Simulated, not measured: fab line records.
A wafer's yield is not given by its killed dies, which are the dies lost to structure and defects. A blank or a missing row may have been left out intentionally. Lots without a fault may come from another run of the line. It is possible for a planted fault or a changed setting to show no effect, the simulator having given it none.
fab line records    flow rit_cmos
[record] lots = 13  wafers = 39  last_day = 7
route steps=202 shown GATE@92 NLDD@112 NSD@134 M1@202
lots that met no fault: taken from a fault-free run of the same line
start_h: hours from the record's opening day to when the first of the lot's shown wafers began    wait_h: how many hours have passed since the lot's step before this one    " the same as in the row above    L1.1+2: a row that stands for several wafers    - no value, or no start given    * or withheld: withheld    < > ~ a bound
route shown NAME@n: NAME is a module with steps in the file, n the number in the route of the first one    usual: mean/standard deviation of fault-free wafers    same: alike in all rows    chamber/n: place in a boat    sites: per-site readings    _std_site: their standard deviation    _edge_site: the outer-site mean with the inner-site mean subtracted    radius_mm: for every site, how far away it sits from the centre of the wafer    mask NAME#n: copy n    behind: tool/chamber where the wafer was last shaped    hold: reason for holding the lot/hours on hold/outcome of the hold    device: which transistor (n, p or np) failed to switch    end of line: the tests these same wafers got at the end of their route    a step with no rows: only its recipe    killed: at the first sort, the dies lost to defects and structure; wafer yield is something else    map: a wafer's dies, marking killed ones x, the rest . and places with no die _
set.NAME: the setting the step ran with; set.NAME@STEP: the setting that earlier step ran with    model.NAME: the simulator's own value behind a step, which no gauge read
the route's steps for a sample of lots (tables are steps, rows are wafers)
services: the hour from which a tool's chamber was out of use, counted from the record's first day as start_h (under 0 if before that day), plus the number of hours and why
[[steps]]
[step RIT_GATE_CD_MEAS_16]
[recipe] target_cd_nm = 150
[usual] cd_nm = 148.7/2.7
lot.wafer  tool       chamber  start_h  wait_h  cd_nm
L192.2     cd_sem-02  -        38.77    -       146.6
L192.3     "          -        "        "       146.4
L192.6     "          -        "        "       148.0
L193.2     cd_sem-01  -        47.08    -       151.8
L193.3     "          -        "        "       148.2
L193.4     "          -        "        "       149.7
L194.1     cd_sem-02  -        54.36    -       141.7
L194.2     "          -        "        "       144.9
L194.3     "          -        "        "       143.1
L196.2     cd_sem-01  -        58.67    -       151.4
L196.3     "          -        "        "       150.9
L196.6     "          -        "        "       152.8
L197.3     cd_sem-02  -        62.92    -       148.5
L197.4     "          -        "        "       149.0
L197.6     "          -        "        "       150.0
L198.3     cd_sem-02  -        74.51    -       154.1
L198.4     "          -        "        "       152.0
L198.6     "          -        "        "       152.4
L199.2     cd_sem-01  -        76.19    -       149.4
L199.5     "          -        "        "       147.3
L199.6     "          -        "        "       148.5
L200.1     cd_sem-01  -        80.01    -       149.5
L200.4     "          -        "        "       149.7
L200.6     "          -        "        "       149.0
L205.3     cd_sem-01  -        104.82   -       148.4
L205.4     "          -        "        "       151.1
L205.6     "          -        "        "       148.3
L206.3     cd_sem-01  -        107.28   -       144.2
L206.5     "          -        "        "       143.7
L206.6     "          -        "        "       143.7
L207.2     cd_sem-01  -        111.07   -       145.3
L207.3     "          -        "        "       144.5
L207.6     "          -        "        "       147.5
L212.3     cd_sem-02  -        136.10   -       151.3
L212.5     "          -        "        "       147.3
L212.6     "          -        "        "       151.3
L214.1     cd_sem-02  -        148.13   -       151.7
L214.3     "          -        "        "       150.7
L214.6     "          -        "        "       153.0
[step RIT_NLDD_STRIP_09]
[recipe] chemistry = O2  time_s = 180  resist = NOVOLAK  platen_temp_c = withheld  power_w = 500  pressure_mtorr = 4000  o2_flow_sccm = 4000
[usual] drypump_motor_current_A = 5.6/0.35
[same] time_s = 180
lot.wafer  tool             chamber  start_h  wait_h  drypump_motor_current_A  rf_hours_counter_h
L192.2     plasma_asher-01  1        43.63    0.1     5.5                      41
L192.3     "                1        "        "       5.6                      -
L192.6     "                0        "        "       5.9                      -
L193.2     plasma_asher-01  1        52.13    0.1     5.5                      42
L193.3     "                0        "        "       5.9                      -
L193.4     "                1        "        "       5.6                      -
L194.1     plasma_asher-01  0        59.52    0.1     5.9                      43
L194.2     "                1        "        "       5.6                      43
L194.3     "                0        "        "       5.9                      -
L196.2     plasma_asher-04  1        63.62    0.1     5.2                      43
L196.3     "                0        "        "       5.6                      -
L196.6     "                1        "        "       5.3                      -
L197.3     plasma_asher-02  1        67.92    0.1     4.9                      -
L197.4     "                0        "        "       5.9                      -
L197.6     "                0        "        "       5.9                      -
L198.3     plasma_asher-04  0        80.46    0.1     5.6                      -
L198.4     "                1        "        "       5.3                      -
L198.6     "                1        "        "       5.3                      -
L199.2     plasma_asher-02  1        82.41    0.1     4.9                      41
L199.5     "                0        "        "       5.9                      -
L199.6     "                1        "        "       4.9                      -
L200.1     plasma_asher-01  1        86.08    0.1     5.6                      45
L200.4     "                1        "        "       5.6                      -
L200.6     "                1        "        "       5.6                      -
L205.3     plasma_asher-01  1        109.73   0.1     5.5                      -
L205.4     "                0        "        "       6.0                      -
L205.6     "                0        "        "       6.0                      -
L206.3     plasma_asher-01  0        112.40   0.1     5.9                      -
L206.5     "                0        "        "       5.9                      -
L206.6     "                1        "        "       5.6                      -
L207.2     plasma_asher-02  0        115.95   0.1     5.9                      45
L207.3     "                1        "        "       4.9                      -
L207.6     "                1        "        "       4.9                      -
L212.3     plasma_asher-04  0        142.53   0.1     5.6                      -
L212.5     "                1        "        "       5.2                      -
L212.6     "                0        "        "       5.6                      -
L214.1     plasma_asher-02  0        153.00   0.1     5.9                      50
L214.3     "                0        "        "       5.9                      -
L214.6     "                1        "        "       4.9                      -
[step RIT_NSD_EXPOSE_03]
[recipe] mask_id = M9  na = 0.57  target_cd_nm = 40700  dose_mj = 250
lot.wafer   tool              chamber  start_h  wait_h  mask
L192.2+3+6  iline_stepper-01  0        49.70    0.2     M9#0
L193.2+3+4  iline_stepper-02  0        57.83    0.2     M9#0
L194.1+2+3  iline_stepper-02  0        66.65    0.2     M9#0
L196.2+3+6  iline_stepper-02  0        68.48    0.1     M9#0
L197.3+4+6  iline_stepper-01  0        72.97    0.2     M9#0
L198.3+4+6  iline_stepper-01  0        85.17    0.1     M9#0
L199.2+5+6  iline_stepper-02  0        88.81    0.2     M9#0
L200.1+4+6  iline_stepper-02  0        90.68    0.1     M9#0
L205.3+4+6  iline_stepper-02  0        114.48   0.1     M9#0
L206.3+5+6  iline_stepper-02  0        117.21   0.1     M9#0
L207.2+3+6  iline_stepper-02  0        121.53   0.1     M9_R1#0
L212.3+5+6  iline_stepper-02  0        147.40   0.2     M9#0
L214.1+3+6  iline_stepper-01  0        158.01   0.2     M9#0
[step RIT_SDANNEAL_RS_MEAS_07]
[recipe] thk_meas_gauge = four-point-probe
[usual] NLDD_RS = 149.1/0.72
lot.wafer  tool           chamber  start_h  wait_h  NLDD_RS[ohm/sq]
L192.2     film_metro-04  -        53.32    0.1     149.5
L192.3     "              -        "        "       150.1
L192.6     "              -        "        "       149.2
L193.2     film_metro-02  -        61.24    0.1     149.3
L193.3     "              -        "        "       148.9
L193.4     "              -        "        "       148.8
L194.1     film_metro-04  -        70.46    0.1     148.4
L194.2     "              -        "        "       148.8
L194.3     "              -        "        "       147.6
L196.2     film_metro-03  -        71.82    0.1     148.5
L196.3     "              -        "        "       148.4
L196.6     "              -        "        "       148.4
L197.3     film_metro-02  -        76.26    0.1     149.3
L197.4     "              -        "        "       150.1
L197.6     "              -        "        "       149.9
L198.3     film_metro-02  -        88.35    0.1     149.1
L198.4     "              -        "        "       148.9
L198.6     "              -        "        "       148.9
L199.2     film_metro-02  -        92.03    0.1     148.6
L199.5     "              -        "        "       148.9
L199.6     "              -        "        "       149.1
L200.1     film_metro-03  -        94.06    0.1     148.6
L200.4     "              -        "        "       148.0
L200.6     "              -        "        "       148.5
L205.3     film_metro-03  -        117.85   0.1     149.5
L205.4     "              -        "        "       149.0
L205.6     "              -        "        "       148.5
L206.3     film_metro-02  -        120.46   0.1     148.8
L206.5     "              -        "        "       148.6
L206.6     "              -        "        "       149.0
L207.2     film_metro-04  -        125.16   0.1     148.0
L207.3     "              -        "        "       148.0
L207.6     "              -        "        "       148.1
L212.3     film_metro-04  -        150.70   0.1     147.7
L212.5     "              -        "        "       148.0
L212.6     "              -        "        "       148.3
L214.1     film_metro-02  -        161.22   0.1     149.3
L214.3     "              -        "        "       149.1
L214.6     "              -        "        "       149.1
[step RIT_M1_PROBE_99]
[usual] killed_at_contacts = 0.1/0.29  killed_at_front_end = 6/3  killed_dies = 7/3.1  killed_open = 3.2/1.9  killed_short = 3.3/1.9
[same] gross_dies = 264  killed_at_M0_to_M3 = 0  killed_at_M4_up = 0  killed_at_back_side = 0  killed_at_other = 0
lot.wafer  tool       chamber  start_h  wait_h  killed_at_contacts  killed_at_front_end  killed_dies  killed_open  killed_short
L192.2     prober-01  -        60.99    0.1     1                   5                    6            3            3
L192.3     prober-01  -        61.04    0.2     0                   3                    3            2            1
L192.6     prober-01  -        61.19    0.2     0                   6                    6            3            3
L193.2     prober-02  -        68.89    0.1     0                   14                   14           7            7
L193.3     prober-02  -        68.94    0.2     0                   18                   18           10           8
L193.4     prober-02  -        68.99    0.2     0                   15                   15           6            9
L194.1     prober-02  -        78.85    0.1     0                   8                    8            0            8
L194.2     prober-02  -        78.90    0.1     0                   6                    6            4            2
L194.3     prober-02  -        78.95    0.2     0                   5                    5            4            1
L196.2     prober-01  -        80.40    0.1     0                   2                    2            2            0
L196.3     prober-01  -        80.45    0.2     0                   7                    7            5            2
L196.6     prober-01  -        80.60    0.2     1                   9                    10           6            4
L197.3     prober-02  -        84.83    0.2     0                   6                    6            3            3
L197.4     prober-02  -        84.88    0.2     0                   4                    4            0            4
L197.6     prober-02  -        84.98    0.2     0                   7                    7            2            5
L198.3     prober-01  -        95.63    0.2     0                   6                    6            1            5
L198.4     prober-01  -        95.68    0.2     0                   5                    5            2            3
L198.6     prober-01  -        95.78    0.2     0                   9                    9            5            4
L199.2     prober-01  -        100.10   0.1     0                   10                   10           6            4
L199.5     prober-01  -        100.25   0.2     0                   4                    4            1            3
L199.6     prober-01  -        100.30   0.2     0                   11                   11           7            4
L200.1     prober-02  -        101.11   0.1     0                   6                    6            3            3
L200.4     prober-02  -        101.26   0.2     0                   2                    2            2            0
L200.6     prober-02  -        101.36   0.2     0                   4                    4            2            2
L205.3     prober-01  -        125.76   0.2     0                   10                   10           4            6
L205.4     prober-01  -        125.81   0.2     2                   10                   12           4            7
L205.6     prober-01  -        125.91   0.2     0                   1                    1            0            1
L206.3     prober-02  -        127.57   0.2     0                   3                    3            1            2
L206.5     prober-02  -        127.67   0.2     0                   5                    5            4            1
L206.6     prober-02  -        127.72   0.2     0                   2                    2            2            0
L207.2     prober-01  -        133.61   0.1     0                   8                    8            4            4
L207.3     prober-01  -        133.66   0.2     0                   10                   10           6            4
L207.6     prober-01  -        133.81   0.2     0                   6                    6            2            4
L212.3     prober-02  -        157.88   0.2     0                   10                   10           5            5
L212.5     prober-02  -        157.98   0.2     0                   4                    4            2            2
L212.6     prober-02  -        158.03   0.2     0                   4                    4            2            2
L214.1     prober-01  -        168.67   0.1     0                   4                    4            1            3
L214.3     prober-01  -        168.77   0.2     0                   1                    1            1            0
L214.6     prober-01  -        168.92   0.2     0                   0                    0            0            0
// killed by level:class
L192.2 GATE:geometric_particle:short=2 GATE:geometric_particle:open=2 SPACER:geometric_particle:open=1 CONTACT:geometric_particle:short=1
L192.3 SPACER:geometric_particle:open=2 GATE:geometric_particle:short=1
L192.6 GATE:geometric_particle:open=3 FOX2:geometric_particle:short=1 GATE:geometric_particle:short=1 SPACER:geometric_particle:short=1
L193.2 SPACER:geometric_particle:short=4 FOX1:geometric_particle:open=2 FOX1:geometric_particle:short=2 GATE:geometric_particle:open=2 SPACER:geometric_particle:open=2 GATE:geometric_particle:short=1 SILICIDE:geometric_particle:open=1
L193.3 SPACER:geometric_particle:short=4 SPACER:geometric_particle:open=4 GATE:geometric_particle:open=3 FOX1:geometric_particle:open=2 FOX2:geometric_particle:short=2 GATE:geometric_particle:short=2 FOX2:geometric_particle:open=1
L193.4 GATE:geometric_particle:short=6 GATE:geometric_particle:open=4 SPACER:geometric_particle:short=3 FOX2:geometric_particle:open=1 SPACER:geometric_particle:open=1
L194.1 GATE:geometric_particle:short=3 SILICIDE:geometric_particle:short=3 FOX1:geometric_particle:short=1 REOX:geometric_particle:short=1
L194.2 REOX:geometric_particle:short=2 REOX:geometric_particle:open=2 FOX1:geometric_particle:open=1 SPACER:geometric_particle:open=1
L194.3 FOX2:geometric_particle:open=1 GATE:geometric_particle:open=1 REOX:geometric_particle:open=1 SILICIDE:geometric_particle:short=1 SILICIDE:geometric_particle:open=1
L196.2 GATE:geometric_particle:open=1 SPACER:geometric_particle:open=1
L196.3 FOX1:geometric_particle:short=2 FOX1:geometric_particle:open=2 FOX2:geometric_particle:open=2 GATE:geometric_particle:open=1
L196.6 FOX2:geometric_particle:open=2 REOX:geometric_particle:short=2 FOX1:geometric_particle:short=1 FOX1:geometric_particle:open=1 FOX2:geometric_particle:short=1 SPACER:geometric_particle:open=1 SILICIDE:geometric_particle:open=1 CONTACT:geometric_particle:open=1
L197.3 GATE:geometric_particle:open=2 SPACER:geometric_particle:short=2 REOX:geometric_particle:short=1 SILICIDE:geometric_particle:open=1
L197.4 GATE:geometric_particle:short=1 REOX:geometric_particle:short=1 SPACER:geometric_particle:short=1 SILICIDE:geometric_particle:short=1
L197.6 GATE:geometric_particle:short=2 GATE:geometric_particle:open=1 REOX:geometric_particle:short=1 SPACER:geometric_particle:short=1 SPACER:geometric_particle:open=1 SILICIDE:geometric_particle:short=1
L198.3 GATE:geometric_particle:short=3 REOX:geometric_particle:open=1 REOX:geometric_particle:short=1 SILICIDE:geometric_particle:short=1
L198.4 FOX2:geometric_particle:open=1 FOX2:geometric_particle:short=1 GATE:geometric_particle:open=1 GATE:geometric_particle:short=1 SPACER:geometric_particle:short=1
L198.6 FOX2:geometric_particle:open=2 GATE:geometric_particle:open=2 GATE:geometric_particle:short=2 FOX1:geometric_particle:short=1 FOX1:geometric_particle:open=1 REOX:geometric_particle:short=1
L199.2 GATE:geometric_particle:open=3 REOX:geometric_particle:short=2 FOX1:geometric_particle:open=1 FOX1:geometric_particle:short=1 REOX:geometric_particle:open=1 SILICIDE:geometric_particle:short=1 SILICIDE:geometric_particle:open=1
L199.5 GATE:geometric_particle:short=2 SILICIDE:geometric_particle:open=1 SILICIDE:geometric_particle:short=1
L199.6 GATE:geometric_particle:open=3 REOX:geometric_particle:open=2 SPACER:geometric_particle:short=2 REOX:geometric_particle:short=1 SPACER:geometric_particle:open=1 SILICIDE:geometric_particle:open=1 SILICIDE:geometric_particle:short=1
L200.1 FOX1:geometric_particle:open=2 FOX1:geometric_particle:short=1 GATE:geometric_particle:short=1 SPACER:geometric_particle:short=1 SILICIDE:geometric_particle:open=1
L200.4 FOX1:geometric_particle:open=1 FOX2:geometric_particle:open=1
L200.6 GATE:geometric_particle:short=2 REOX:geometric_particle:open=1 SPACER:geometric_particle:open=1
L205.3 FOX1:geometric_particle:short=2 FOX1:geometric_particle:open=2 GATE:geometric_particle:short=2 FOX2:geometric_particle:open=1 SPACER:geometric_particle:open=1 SPACER:geometric_particle:short=1 SILICIDE:geometric_particle:short=1
L205.4 FOX2:geometric_particle:short=2 FOX2:geometric_particle:open=2 REOX:geometric_particle:short=2 FOX1:geometric_particle:short=1 GATE:geometric_particle:short=1 GATE:geometric_particle:open=1 REOX:geometric_particle:open=1 CONTACT:geometric_particle:short=1
L205.6 REOX:geometric_particle:short=1
L206.3 FOX1:geometric_particle:short=1 GATE:geometric_particle:open=1 SILICIDE:geometric_particle:short=1
L206.5 GATE:geometric_particle:open=3 FOX1:geometric_particle:open=1 SPACER:geometric_particle:short=1
L206.6 FOX1:geometric_particle:open=1 GATE:geometric_particle:open=1
L207.2 GATE:geometric_particle:open=3 FOX1:geometric_particle:short=2 FOX1:geometric_particle:open=1 FOX2:geometric_particle:short=1 GATE:geometric_particle:short=1
L207.3 GATE:geometric_particle:open=2 SPACER:geometric_particle:short=2 FOX1:geometric_particle:short=1 FOX1:geometric_particle:open=1 FOX2:geometric_particle:open=1 GATE:geometric_particle:short=1 SPACER:geometric_particle:open=1 SILICIDE:geometric_particle:open=1
L207.6 FOX1:geometric_particle:short=4 FOX1:geometric_particle:open=1 SILICIDE:geometric_particle:open=1
L212.3 GATE:geometric_particle:short=3 GATE:geometric_particle:open=2 REOX:geometric_particle:open=2 SPACER:geometric_particle:open=1 SPACER:geometric_particle:short=1 SILICIDE:geometric_particle:short=1
L212.5 SPACER:geometric_particle:open=2 GATE:geometric_particle:short=1 REOX:geometric_particle:short=1
L212.6 FOX1:geometric_particle:open=2 GATE:geometric_particle:short=2
L214.1 GATE:geometric_particle:short=1 SPACER:geometric_particle:short=1 SILICIDE:geometric_particle:open=1 SILICIDE:geometric_particle:short=1
L214.3 SPACER:geometric_particle:open=1
[[services]]
tool              chamber  start_h  hours  kind
iline_stepper-01  -        102.86   6.4    repair
iline_stepper-01  0        104.00   -      calibration
plasma_asher-04   -        108.75   9.0    pm
plasma_asher-04   0        108.75   9.0    vent_cycle
plasma_asher-04   1        108.75   9.0    vent_cycle
plasma_asher-04   0        117.75   -      clean
plasma_asher-04   1        117.75   -      clean
iline_stepper-01  -        143.84   4.4    pm
iline_stepper-02  0        146.77   -      calibration
iline_stepper-02  -        148.55   1.7    pm
plasma_asher-01   -        150.73   4.3    repair
[[key]]
[first_sign] step = RIT_NSD_EXPOSE_03  reading = mask  direction = changed
effect none on later readings
met_at RIT_NSD_EXPOSE_03
struck_lots L207
tester_left_out L207
not_acting_at RIT_GATE_CD_MEAS_16,RIT_NLDD_STRIP_09,RIT_SDANNEAL_RS_MEAS_07
onset_between 117.21 121.53
[fault] kind = wrong_mask  tool = any  chamber = -  onset_h = 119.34  steps = RIT_NSD_EXPOSE_03  aux_copy = M9_R1#0  cd_offset_nm = -350  scope = struck_lots_only
// tester_left_out: of these lots the tester's yield and bins aren't shown, on N5 and GAA mostly nor the transistor test; their killed dies are dies lost to structure and defects alone, not to doping, threshold or leakage, so they don't give the yield
